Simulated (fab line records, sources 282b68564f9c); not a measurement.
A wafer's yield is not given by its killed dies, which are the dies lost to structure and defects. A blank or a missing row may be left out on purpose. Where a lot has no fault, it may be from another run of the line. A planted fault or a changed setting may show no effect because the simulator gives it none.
Split-lot study + flow rit-cmos + route with 202 steps; 5 lots, 23 wafers read

THE SPLIT
At RIT_NWELL_IMPLANT_08, the setting energy-kev was moved away from the recipe's 170 on 7 of the 23 wafers read, by -4.2% to +5.1%. The other wafers ran this setting at the recipe's value.

The reading comes from the split's own step.

THE READING
The simulator's own value implant.drp-nm, read by no gauge, in nm at RIT_NWELL_IMPLANT_08. The file gives no usual value for it.

| wafer  | tool, chamber at the split | energy-kev as run | against the recipe | implant.drp-nm, nm | against lot-mates on the recipe |
|--------|----------------------------|-------------------|--------------------|--------------------|---------------------------------|
| L074.1 | implanter-01, 0            | 170               | recipe             | 68.82              | -                               |
| L074.4 | implanter-01, 0            | 170               | recipe             | 68.82              | -                               |
| L074.5 | implanter-01, 0            | 170               | recipe             | 68.82              | -                               |
| L074.2 | implanter-01, 0            | 178.7             | +5.1%              | 71.45              | +2.63                           |
| L074.3 | implanter-01, 0            | 178.7             | +5.1%              | 71.45              | +2.63                           |
| L080.1 | implanter-03, 0            | 176.4             | +3.8%              | 70.76              | +1.94                           |
| L080.4 | implanter-03, 0            | 176.4             | +3.8%              | 70.76              | +1.94                           |
| L080.2 | implanter-03, 0            | 170               | recipe             | 68.82              | -                               |
| L080.5 | implanter-03, 0            | 170               | recipe             | 68.82              | -                               |
| L080.6 | implanter-03, 0            | 170               | recipe             | 68.82              | -                               |
| L081.1 | implanter-01, 0            | 162.8             | -4.2%              | 66.67              | -2.15                           |
| L081.4 | implanter-01, 0            | 162.8             | -4.2%              | 66.67              | -2.15                           |
| L081.5 | implanter-01, 0            | 162.8             | -4.2%              | 66.67              | -2.15                           |
| L081.2 | implanter-01, 0            | 170               | recipe             | 68.82              | -                               |
| L081.3 | implanter-01, 0            | 170               | recipe             | 68.82              | -                               |
| L082.1 | implanter-02, 0            | 170               | recipe             | 68.82              | -                               |
| L082.3 | implanter-02, 0            | 170               | recipe             | 68.82              | -                               |
| L082.6 | implanter-02, 0            | 170               | recipe             | 68.82              | -                               |
| L085.1 | implanter-02, 0            | 170               | recipe             | 68.82              | -                               |
| L085.3 | implanter-02, 0            | 170               | recipe             | 68.82              | -                               |
| L085.4 | implanter-02, 0            | 170               | recipe             | 68.82              | -                               |
| L085.5 | implanter-02, 0            | 170               | recipe             | 68.82              | -                               |
| L085.6 | implanter-02, 0            | 170               | recipe             | 68.82              | -                               |

FIT RESULTS
A straight line over all 23 wafers: implant.drp-nm changes by +0.512 nm for each +1% of energy-kev; r = +1.00; the points scatter about the line by 0.0071 nm.
The same after taking each lot's own level away (the mean of its wafers on the recipe; 23 wafers): +0.512 nm for each +1%; r = +1.00; scatter 0.0071 nm.
According to that fit, moving energy-kev by its largest amount changes the reading by 2.6 nm.
The lots' own levels span 68.820 to 68.820 nm.
The two slopes agree, so the slope changes little with the lot-to-lot level.
Check: +2.62 nm against its lot-mates is what the line predicts for one of the wafers moved furthest among these (+5.1%) when that wafer is left out of the fit. Against them it came out at +2.63 nm.

FURTHER SPLITS ON THESE WAFERS
Note: prior to the reading, these wafers also went through further splits. Each is held against what the fit with the lots' levels taken away leaves over:
| other split on the same wafers | wafers away from the commonest value | r with implant.drp-nm (lot level and that fit taken away) |
|--------------------------------|--------------------------------------|-----------------------------------------------------------|
| RIT_ACTIVE_COAT_06 spin-rpm    | 9                                    | +0.32                                                     |
| RIT_NWELL_COAT_01 spin-rpm     | 10                                   | -0.31                                                     |

THE WHOLE CHAIN: every reading that the file lists as answering this split, in the file's order
| step                 | what it does | reading                                                         | change (the file's fit)               | r (the file's) |
|----------------------|--------------|-----------------------------------------------------------------|---------------------------------------|----------------|
| RIT_NWELL_IMPLANT_08 |              | implant.rp-nm (the simulator's own value, which no gauge read)  | +2.17 nm for each +1% of the setting  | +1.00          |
| RIT_NWELL_IMPLANT_08 |              | implant.drp-nm (the simulator's own value, which no gauge read) | +0.512 nm for each +1% of the setting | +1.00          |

THE FILE'S OWN FIT
implant.drp-nm changes by +0.512 nm for each +1% of energy-kev, r = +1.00.
